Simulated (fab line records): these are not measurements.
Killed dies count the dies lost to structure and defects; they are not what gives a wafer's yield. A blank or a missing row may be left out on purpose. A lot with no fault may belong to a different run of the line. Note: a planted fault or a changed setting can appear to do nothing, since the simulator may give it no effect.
Which tool was responsible?    flow berkeleyCmos170    13 lots with 39 wafers sampled at 2 steps, on a route of 331 steps

WHAT EACH GAUGE READ, for each wafer
UCB170_V2_THK_MEAS_01. Usual: V2_TEOS_THK gives 2004 nm (standard deviation 26).
lot   measured      on            V2_TEOS_THK (nm)  flag
L668  day 9 03:53   filmMetro-04  2046 2028 2040    
L667  day 9 05:32   filmMetro-03  1957 2026 1998    
L669  day 9 06:47   filmMetro-02  1960 2002 2013    
L666  day 9 07:14   filmMetro-04  1997 2044 2034    
L670  day 10 01:58  filmMetro-03  1977 1981 2004    
L671  day 10 03:47  filmMetro-04  1989 2038 2026    
L672  day 10 06:48  filmMetro-02  2014 1971 2016    
L673  day 10 18:46  filmMetro-02  2018 2012 2042    
L675  day 11 04:53  filmMetro-02  1972 1965 1975    
L681  day 12 11:04  filmMetro-03  1987 1978 2020    
L683  day 13 05:11  filmMetro-04  2174 1963 1977    
L689  day 13 16:25  filmMetro-04  1979 2008 2015    
L688  day 14 05:52  filmMetro-04  2044 2006 2058    

WHICH TOOL RAN EACH LOT (tool, then ch and the chambers of the sampled wafers, then the start)
lot   UCB170_V2_CVD_00
L668  pecvd-01 ch 1,2, day 9 03:43
L667  pecvd-02 ch 0,1,2, day 9 05:22
L669  pecvd-04 ch 0,1,2, day 9 06:37
L666  pecvd-01 ch 0,1, day 9 07:04
L670  pecvd-04 ch 1,2, day 10 01:48
L671  pecvd-01 ch 1,2, day 10 03:38
L672  pecvd-02 ch 0,2, day 10 06:39
L673  pecvd-04 ch 0,1,2, day 10 18:37
L675  pecvd-04 ch 0,1,2, day 11 04:44
L681  pecvd-04 ch 0,2, day 12 10:54
L683  pecvd-02 ch 0,2, day 13 05:02
L689  pecvd-01 ch 0,1,2, day 13 16:15
L688  pecvd-01 ch 0,1,2, day 14 05:45
- UCB170_V2_CVD_00: deposits SiO2 from TEOS/O2, target thk 2000 nm, time 250 s.

WHAT THE TOOLS THEMSELVES READ (means of the sampled wafers that have a number; where no wafer has one, the mark that the record gives instead)
UCB170_V2_CVD_00. Usual: heaterPowerW 242 W, standard deviation 55; rfFwdPowerW 548.7 W, standard deviation 1.7.
lot   tool      heaterPowerW (W)  rfFwdPowerW (W)  flag
L668  pecvd-01  167               547.1            
L667  pecvd-02  202               550.2            
L669  pecvd-04  269               548.2            
L666  pecvd-01  228               549.1            
L670  pecvd-04  293               550.2            
L671  pecvd-01  195               547.5            
L672  pecvd-02  231               549.4            
L673  pecvd-04  320               550.4            
L675  pecvd-04  296               548.9            
L681  pecvd-04  289               547.6            
L683  pecvd-02  178               623.2            OFF
L689  pecvd-01  265               547.6            
L688  pecvd-01  214               548.9            

THE ANSWER, worked out from the rows above alone
Rule: take the mean of a lot's wafers that have a number; if it is more than 3 standard deviations from the usual mean, the lot is off. A lot without any number at a reading at which 4 lots or more have one is off too. The other lots that the step has rows for count as sound. Order of review: gauges by route order, followed by the tools' own readings, for which a lot's mean as printed above is used. The first step at which some lot is off is used, and at that step the reading that is off furthest; a lot without a number counts as furthest.
Off: L683 (UCB170_V2_CVD_00, rfFwdPowerW).
A tool fits if, at that step or a process step before it, it ran every lot that is off, and no sound lot after the first of them. One fits: UCB170_V2_CVD_00 on pecvd-02. Its last sound lot is L672 (day 10 06:39), its first lot that is off L683 (day 13 05:02): a fault that began between those two fits.
On the lots that are off, the tool's own readings at UCB170_V2_CVD_00 differ by more than 5 times the standard deviation of the sound lots' means, which bears it out; rfFwdPowerW reads 623.2 W there versus 548.8 W on the sound lots.

WHAT WAS PUT IN BY THE SIMULATOR
pecvd-02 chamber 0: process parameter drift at UCB170_V2_CVD_00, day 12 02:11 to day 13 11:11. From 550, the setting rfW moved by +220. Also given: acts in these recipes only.
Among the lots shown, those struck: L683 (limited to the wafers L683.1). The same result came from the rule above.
